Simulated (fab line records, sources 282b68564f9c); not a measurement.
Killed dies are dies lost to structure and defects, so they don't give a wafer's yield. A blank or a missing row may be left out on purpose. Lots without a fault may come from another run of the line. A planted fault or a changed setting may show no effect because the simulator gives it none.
Problem report in the 8D (eight disciplines) form, filled by code | flow rit_cmos | the parts of the form that need people (team, actions taken, sign-off) are left out

1. THE PROBLEM
run_length_s at RIT_M1_SOFTBAKE_05 reads a mean of 100.12 s on 6 wafers of 2 lots; wafers without a fault read 89.16 s with a standard deviation of 0.16. That is +69 standard deviations from the usual mean.
The step: time 60 s.
First seen on wafer L645.2, day 5 23:23, on litho_track-04. The record holds 42 wafers of 14 lots with a number at this step. Rule for "out", or "out of limits": more than 4 standard deviations from the usual mean. The other wafers with a number count as sound.

2. WHAT IT IS AND WHAT IT IS NOT
question                    | is                     | is not
which readings at this step | run_length_s           | -
which lots                  | L645, L648             | L633, L634, L635, L637, L638, L640, L642, L643, L651, L653, L654, L655
which wafers of those lots  | all that have a number | -
read on which tools         | litho_track-04         | litho_track-02, litho_track-03
when                        | from day 5 23:23       | up to then (24 sound wafers); but 12 sound wafers of L651, L653, L654, L655 came after

3. SUSPECTS, AND WHAT RULES EACH OUT
Counting: a tool at a process step up to the reading stays a suspect if it ran every lot that is out and no sound lot after the first of them.
- litho_track-04 at RIT_M1_SOFTBAKE_05 (time 60 s): kept. It ran every lot that is out, first L645 (day 5 23:23), and no sound lot after that; its last sound lot up to then is L643 (day 5 15:39). Its own readings are out on those wafers: run_length_s.
Left after counting: litho_track-04 at RIT_M1_SOFTBAKE_05.

4. THE CAUSE (what the simulator had put in)
Process parameter drift: litho_track-04, from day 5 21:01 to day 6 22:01, at RIT_M1_SOFTBAKE_05. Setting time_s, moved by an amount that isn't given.
Counting left only this tool.

5. THE CHAIN OF EFFECTS, in route order
Each row: a reading whose mean over the struck wafers that have a number lies more than 3 standard deviations from the usual. Only readings for which the record gives a usual standard deviation are gone through. hours: the time from each lot's start at the first step in this table that gives one to its start at this step, as a median over the lots. sigmas: the change in usual standard deviations.
hours | step               | reading      | usual   | on struck wafers | change | sigmas
0     | RIT_M1_SOFTBAKE_05 | run_length_s | 89.16 s | 100.12           | +10.97 | +69
The process steps in it:
- RIT_M1_SOFTBAKE_05: time 60 s.

6. WHAT WOULD HAVE CAUGHT IT SOONER
In this record the first reading out of limits was taken at day 5 23:23, 2 hours after the fault began at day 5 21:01.
